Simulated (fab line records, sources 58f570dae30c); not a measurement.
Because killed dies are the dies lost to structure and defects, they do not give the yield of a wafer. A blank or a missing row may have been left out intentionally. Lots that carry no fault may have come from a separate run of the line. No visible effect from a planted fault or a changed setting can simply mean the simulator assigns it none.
Which of the tools did it? + flow berkeleyCmos170 + route of 331 steps, sampled at 1 step: 7 lots, 21 wafers

WHAT THE GAUGES READ, wafer by wafer
UCB170_PFIELD_OVL_MEAS_06.
| lot  | measured    | on         | PFIELD_OVL (nm) |
|------|-------------|------------|-----------------|
| L215 | day 5 06:17 | overlay-02 | -1 11 -1        |
| L216 | day 5 10:32 | overlay-02 | -8 4 -8         |
| L220 | day 6 11:34 | overlay-01 | -2 2 -4         |
| L225 | day 7 02:08 | overlay-02 | 8 2 0           |
| L224 | day 7 11:59 | overlay-01 | 1 5 5           |
| L230 | day 8 08:36 | overlay-02 | 1 1 6           |
| L231 | day 9 06:44 | overlay-02 | 11 17 8         |

WHAT TOOL EACH LOT RAN ON (gives the tool, then ch and the chambers of the sampled wafers, and finally the start)
Before these readings, the record contains no process step.

THE ANSWER, worked out from the rows above alone
Rule: usual is defined by the lots themselves. The widest of any qualifying gaps counts: lots, ordered by their means at a reading, are off when they make up no more than a third of the lots, leave a main group of 4 or more, and stand apart from it by 3 or more times the standard deviation of that group's means. The tables above print the reading to a certain number of digits; a main group whose means all agree to those digits is not used. Also off: a lot with no number at a reading for which 4 or more lots have one. The other lots that the step has rows for count as sound.
Nothing can be told from this: no lot is off at any reading shown.

WHAT THE SIMULATOR HAD PUT IN
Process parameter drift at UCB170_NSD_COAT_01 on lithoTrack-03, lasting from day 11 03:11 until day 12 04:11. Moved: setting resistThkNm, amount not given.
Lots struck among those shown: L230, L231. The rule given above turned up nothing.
